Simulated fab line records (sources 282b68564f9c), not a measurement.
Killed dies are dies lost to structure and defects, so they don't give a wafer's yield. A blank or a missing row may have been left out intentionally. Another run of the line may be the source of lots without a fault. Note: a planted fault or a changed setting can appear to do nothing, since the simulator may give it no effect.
What tool caused it? :: flow rit_cmos :: 21 wafers sampled from 7 lots at 1 step of a route of 202

== WHAT THE GAUGES SHOWED, per wafer ==
RIT_PRETRO_OVL_MEAS_06.
lot: L973
measured: day 2 17:22
on: overlay-01
PRETRO_OVL (nm): 0.8 0.2 0.0

lot: L976
measured: day 3 07:44
on: overlay-02
PRETRO_OVL (nm): -1.4 -1.2 -0.5

lot: L981
measured: day 4 09:22
on: overlay-02
PRETRO_OVL (nm): -0.1 -1.1 1.0

lot: L986
measured: day 5 11:41
on: overlay-02
PRETRO_OVL (nm): 1.1 0.4 1.8

lot: L988
measured: day 5 23:07
on: overlay-01
PRETRO_OVL (nm): 0.2 -0.2 -0.5

lot: L990
measured: day 6 07:38
on: overlay-02
PRETRO_OVL (nm): -1.5 -1.7 -1.0

lot: L994
measured: day 7 21:05
on: overlay-02
PRETRO_OVL (nm): -0.1 0.5 0.3

== EACH LOT AND THE TOOL THAT RAN IT (in order: tool; ch and the chambers of the sampled wafers; start) ==
Before these readings, the record contains no process step.

== THE ANSWER, worked out from the rows above alone ==
Rule: the lots themselves supply what counts as usual. Put in order of their means at a reading, lots are off if they are a third of the lots or fewer, leave a main group of 4 or more, and stand apart from it by a gap of 3 or more times the standard deviation of the main group's means; of several such gaps the widest counts. A main group whose means are all the same, to the digits that the tables above print for the reading, isn't used. A lot without any number at a reading at which 4 lots or more have one is off too. All remaining lots with rows at the step are treated as sound.
None of the lots is off at any reading shown; this tells nothing.

== WHAT THE SIMULATOR HAD INSERTED ==
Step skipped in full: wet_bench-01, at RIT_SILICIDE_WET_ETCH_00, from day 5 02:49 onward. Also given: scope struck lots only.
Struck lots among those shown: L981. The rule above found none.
